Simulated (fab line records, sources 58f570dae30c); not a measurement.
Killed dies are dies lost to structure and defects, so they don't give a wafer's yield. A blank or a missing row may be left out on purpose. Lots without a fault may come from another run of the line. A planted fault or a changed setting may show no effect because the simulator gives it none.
Which tool did it? | flow berkeley_cmos170 | 6 lots, 18 wafers sampled, at 3 steps of a route of 331

WHAT THE GAUGES READ, wafer by wafer
UCB170_SDANNEAL_RS_MEAS_02: measures by four-point-probe.
lot  | measured     | on            | PSD_RS (ohm/sq)
L946 | day 8 09:42  | film_metro-01 | 75.32 75.48 75.08
L950 | day 8 18:19  | film_metro-03 | 75.23 75.58 75.75
L951 | day 8 18:59  | film_metro-04 | 75.91 75.69 75.83
L956 | day 10 02:46 | film_metro-04 | 105.87 105.29 105.42
L963 | day 12 00:07 | film_metro-01 | 75.73 75.65 76.04
L967 | day 12 12:55 | film_metro-04 | 75.36 75.01 75.61

WHICH TOOL RAN EACH LOT (tool, then ch and the chambers of the sampled wafers, then the start)
lot  | UCB170_NLDD_STRIP_10                 | UCB170_SDANNEAL_RTA_01
L946 | plasma_asher-03 ch 0,1, day 7 16:47  | rtp_anneal-01 ch 0, day 8 09:38
L950 | plasma_asher-01 ch 0, day 8 04:19    | rtp_anneal-01 ch 0, day 8 18:15
L951 | plasma_asher-02 ch 0,1, day 8 05:47  | rtp_anneal-01 ch 0, day 8 18:41
L956 | plasma_asher-02 ch 0,1, day 9 16:34  | rtp_anneal-02 ch 0, day 10 02:41
L963 | plasma_asher-01 ch 0,1, day 11 09:32 | rtp_anneal-01 ch 0, day 12 00:02
L967 | plasma_asher-02 ch 0,1, day 12 01:19 | rtp_anneal-01 ch 0, day 12 12:51
- UCB170_NLDD_STRIP_10: strips in O2.
- UCB170_SDANNEAL_RTA_01: time 5 s.

THE ANSWER, worked out from the rows above alone
Rule: what is usual is taken from the lots themselves. Put in order of their means at a reading, lots are off if they are a third of the lots or fewer, leave a main group of 4 or more, and stand apart from it by a gap of 3 or more times the standard deviation of the main group's means; of several such gaps the widest counts. A main group whose means are all the same, to the digits that the tables above print for the reading, isn't used. A lot without any number at a reading at which 4 lots or more have one is off too. The other lots that the step has rows for count as sound.
Off: L956, at UCB170_SDANNEAL_RS_MEAS_02 (PSD_RS). The main group: mean 75.55 ohm/sq, standard deviation 0.22.
A tool fits if, at a process step before that reading, it ran every lot that is off, and no sound lot after the first of them. The gauges at UCB170_SDANNEAL_RS_MEAS_02 are tried like those tools. One fits: rtp_anneal-02 at UCB170_SDANNEAL_RTA_01. It ran no sound lot before its first lot that is off in this sample, so the start can't be narrowed down.

WHAT THE SIMULATOR HAD PUT IN
Process parameter drift: rtp_anneal-02, from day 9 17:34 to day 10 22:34, at UCB170_SDANNEAL_RTA_01. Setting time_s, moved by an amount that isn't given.
Lots struck among those shown: L956. The rule above found the same.
